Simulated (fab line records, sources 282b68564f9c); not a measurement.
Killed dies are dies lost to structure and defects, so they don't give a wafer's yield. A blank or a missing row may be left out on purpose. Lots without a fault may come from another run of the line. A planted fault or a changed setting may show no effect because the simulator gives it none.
One fault seen from 2 desks | flow rit_cmos | each desk has only its own numbers; what lay behind them comes last

THE METROLOGY DESK
What the gauges read, lot by lot, whatever tool the lot ran on: means of the sampled wafers that have a number. A lot is out of limits, marked OUT, if its mean lies more than 4 standard deviations from the usual mean; the brackets give that distance.
Columns: A = PSD_RS at RIT_SDANNEAL_RS_MEAS_04, usual 115.7 ohm/sq; B = NSD_RS at RIT_SDANNEAL_RS_MEAS_05, usual 84.39 ohm/sq; C = PLDD_RS at RIT_SDANNEAL_RS_MEAS_06, usual 178.4 ohm/sq; D = NLDD_RS at RIT_SDANNEAL_RS_MEAS_07, usual 151.5 ohm/sq
lot  | first seen here | A              | B               | C               | D
L329 | day 3 02:07     | 115.7          | 84.10           | 177.9           | 151.1
L330 | day 3 05:28     | 115.4          | 84.68           | 178.4           | 150.4
L331 | day 3 12:40     | 115.1          | 84.24           | 178.2           | 151.4
L332 | day 3 15:59     | 115.3          | 84.17           | 178.5           | 152.0
L333 | day 3 21:36     | 115.9          | 84.16           | 179.4           | 151.2
L334 | day 4 02:10     | 116.0          | 84.44           | 178.6           | 151.6
L336 | day 4 15:05     | 115.4          | 84.59           | 177.7           | 150.9
L338 | day 5 00:40     | 115.7          | 84.05           | 178.3           | 151.2
L341 | day 5 22:25     | 115.6          | 83.99           | 177.9           | 151.2
L342 | day 6 08:01     | 115.5          | 84.82           | 178.2           | 151.7
L344 | day 6 13:35     | 97.6 (-55) OUT | 81.35 (-13) OUT | 161.4 (-40) OUT | 149.2 (-5.0) OUT
L345 | day 6 20:50     | 115.7          | 84.52           | 178.7           | 151.6
L346 | day 6 21:20     | 97.8 (-54) OUT | 81.34 (-13) OUT | 161.8 (-39) OUT | 148.1 (-7.2) OUT
L348 | day 7 09:39     | 97.4 (-55) OUT | 80.99 (-14) OUT | 161.5 (-39) OUT | 148.2 (-7.0) OUT
L351 | day 7 20:26     | 116.1          | 84.24           | 178.0           | 151.8
This desk's finding: out of limits on L344, L346, L348; first on L344, day 6 13:35 (PSD_RS at RIT_SDANNEAL_RS_MEAS_04). In limits: L329, L330, L331, L332, L333, L334, L336, L338, L341, L342, L345, L351.

THE TOOL OWNER'S DESK: rtp_anneal-02
The tool's own readings at RIT_SDANNEAL_RTA_03 (time 5 s): means of the sampled wafers that have a number, for each lot that ran on this tool. A lot is out of limits, marked OUT, if its mean lies more than 4 standard deviations from the usual mean; the brackets give that distance.
Columns: A = wafer_temp_C_max at RIT_SDANNEAL_RTA_03, usual 1053.5
lot  | first seen here | A
L330 | day 3 05:23     | 1053.6
L332 | day 3 15:56     | 1053.7
L334 | day 4 02:06     | 1052.7
L336 | day 4 15:02     | 1053.4
L338 | day 5 00:35     | 1053.7
L342 | day 6 07:56     | 1053.6
L344 | day 6 13:32     | 1053.4
L346 | day 6 21:16     | 1053.5
L348 | day 7 09:34     | 1052.4
This desk's finding: nothing out of limits on any of the 9 lots.

PUT TOGETHER
The metrology desk could have raised an alarm at day 6 13:35, on L344, L346, L348.
The tool owner's desk saw nothing out of limits.
The tool owner's desk has L344, L346, L348 on record, within its limits.
Of the lots named, all ran RIT_SDANNEAL_RTA_03 on rtp_anneal-02.

WHAT THE SIMULATOR HAD PUT IN
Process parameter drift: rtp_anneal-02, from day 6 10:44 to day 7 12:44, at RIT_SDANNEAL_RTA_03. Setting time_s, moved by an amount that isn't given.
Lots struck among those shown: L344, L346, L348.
Hours from the fault's start to each desk's first reading out of limits: the metrology desk, 3.
